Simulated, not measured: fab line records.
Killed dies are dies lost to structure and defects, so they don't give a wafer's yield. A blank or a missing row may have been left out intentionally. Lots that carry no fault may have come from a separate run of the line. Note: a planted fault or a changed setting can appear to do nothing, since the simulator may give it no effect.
A struck lot beside a sound one ; flow rit-cmos ; 27 steps out of a route of 202
Sound: these wafers, L226.1, L226.4, L226.6. The struck wafers were L241.4, L241.5, L241.6. The cause comes at the end.
Each step with rows lists, per side, the tool, then ch with its chambers, then its first start. Under that, the readings that differ: sound wafers ; struck wafers ; difference of the means ; sigmas: that difference in standard deviations of wafers without a fault.
alike: words and numbers the same on both sides, and readings whose means are apart by under 2 such deviations; not compared: readings that were withheld, readings missing a value for some wafer, numbers with overlapping values and no deviation given by the record, and bounds like >300 which may hide the same value.
The two part at a step that has a row with sigmas, a row that says differs or no value, or rows on one side only. Non-overlapping numbers with no deviation appear without sigmas and do not part them. A reading that every wafer of one side lacks parts them only if that side has two wafers or more.

RIT_ACTIVE_BOW_MEAS_00:
  sound on film-metro-02 at day 1 20:00; struck on film-metro-03 at day 4 23:04
  alike: INCOMING_BOW
then, 1 step without rows for these wafers: RIT_ACTIVE_OXIDATION_01 (target thk 46.8 nm, ox time 3360 s).
RIT_ACTIVE_THK_MEAS_02:
  sound on film-metro-03 at day 1 22:03; struck on film-metro-01 at day 5 01:05
  alike: ACTIVE_OXIDE_THK
RIT_ACTIVE_CVD_03: deposits Si3N4 from SiH2Cl2/NH3, target thk 150 nm, time 1500 s.
  sound on lpcvd-02 ch 0, day 1 22:07; struck on lpcvd-02 ch 0, day 5 01:07
reading;sound;struck;difference;sigmas
nh3-flow-sccm (sccm);149.8 150.0 150.2;179.9 180.2 179.9;+30.0;+68
model.Si3N4_of_ACTIVE_CVD_03.thk-nm (nm);150 149.2 150.9;169.3 171.4 169.6;+20.1;
  alike: sih2cl2-flow-sccm
RIT_ACTIVE_THK_MEAS_04:
  sound on film-metro-01 at day 1 23:32; struck on film-metro-02 at day 5 02:34
reading;sound;struck;difference;sigmas
ACTIVE_NITRIDE_THK (nm);150.1 149.3 151.0;169.3 171.4 169.7;+20.0;+14
then, 6 steps without rows for these wafers: RIT_ACTIVE_HMDS_05 (prime time 60 s); RIT_ACTIVE_COAT_06 (resist thk 1000 nm); RIT_ACTIVE_SOFTBAKE_07 (time 60 s); RIT_ACTIVE_EXPOSE_08 (exposes mask M1, target cd 1400 nm); RIT_ACTIVE_PEB_09; RIT_ACTIVE_DEVELOP_10 (develop time 50 s).
RIT_ACTIVE_CD_MEAS_11 targets a cd of 1400 nm.
  sound on cd-sem-01 at day 2 00:34; struck on cd-sem-01 at day 5 03:37
  alike: cd-nm
then, 1 step without rows for these wafers: RIT_ACTIVE_HARDBAKE_12 (time 60 s).
RIT_ACTIVE_ETCH_13: etches Si3N4 in SF6, stops on SiO2, time 210 s, target depth 210 nm.
  sound on rie-diel-02 ch 2,3, day 2 00:50; struck on rie-diel-04 ch 0,1,2, day 5 03:59
reading;sound;struck;difference;sigmas
oes-product-au (a.u.);0.797 0.809 0.797;0.875 0.862 0.870;+0.068;+5
model.etch.depth-nm (nm);150 149.2 150.9;169.3 171.4 169.6;+20.1;
model.ACTIVE.feature-depth-nm (nm);150.1 149.2 151;170.8 172.9 169.6;+21.0;
  alike: drypump-motor-current-A, throttle-valve-pct
  not compared: rf-hours-counter-h
RIT_ACTIVE_STRIP_14: strips in O2, time 180 s.
  sound on plasma-asher-01 ch 0,1, day 2 00:58; struck on plasma-asher-01 ch 0,1, day 5 04:10
  alike: drypump-motor-current-A
  not compared: rf-hours-counter-h
RIT_ACTIVE_CD_MEAS_90 targets a cd of 1400 nm.
  sound on cd-sem-02 at day 2 01:08; struck on cd-sem-02 at day 5 04:21
  alike: cd-nm
then, 4 steps without rows for these wafers: RIT_ACTIVE_CLEAN_15 (cleans in SC1, time 600 s); RIT_ACTIVE_CLEAN_16 (cleans in dHF, time 30 s); RIT_ACTIVE_CLEAN_17 (cleans in SC2, time 600 s); RIT_FOX1_OXIDATION_00 (target thk 350.7 nm, ox time 1130 s).
RIT_FOX1_THK_MEAS_01:
  sound on film-metro-01 at day 2 04:20; struck on film-metro-01 at day 5 06:07
  alike: FOX1_OXIDE_THK
then, 2 steps without rows for these wafers: RIT_FOX1_WET_ETCH_02 (etches SiO2 in BOE, target depth 350 nm, time 390 s); RIT_FOX2_OXIDATION_00 (target thk 350.7 nm, ox time 1130 s).
RIT_FOX2_THK_MEAS_01:
  sound on film-metro-01 at day 2 05:52; struck on film-metro-04 at day 5 07:37
  alike: FOX2_OXIDE_THK
RIT_FOX2_CLEAN_02: cleans in dHF, time 180 s.
  sound on wet-bench-04 ch 0, day 2 05:55; struck on wet-bench-02 ch 1, day 5 07:38
reading;sound;struck;difference;sigmas
model.Si3N4_of_ACTIVE_CVD_03.thk-nm (nm);130.9 130.2 131.9;150.2 152.3 150.5;+20.0;
then, 1 step without rows for these wafers: RIT_FOX2_WET_ETCH_03 (etches Si3N4 in H3PO4, target depth 195 nm, time 2700 s).
RIT_M1_PROBE_99:
  sound on prober-02 at day 3 22:16; struck on prober-01 at day 6 23:35
  alike: killed-at-contacts, killed-at-front-end, killed-dies, killed-open, killed-short

## WHERE THEY PART
Earliest at RIT_ACTIVE_CVD_03; latest, in this record, at RIT_ACTIVE_ETCH_13. Later steps at which nothing parts them and some readings are alike: RIT_ACTIVE_STRIP_14, RIT_ACTIVE_CD_MEAS_90, RIT_FOX1_THK_MEAS_01, RIT_FOX2_THK_MEAS_01, RIT_M1_PROBE_99.

WHY: what the simulator had put in
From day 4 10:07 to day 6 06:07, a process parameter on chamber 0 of lpcvd-02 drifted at RIT_ACTIVE_CVD_03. The setting nh3-flow-sccm was moved by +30, starting from 150. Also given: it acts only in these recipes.
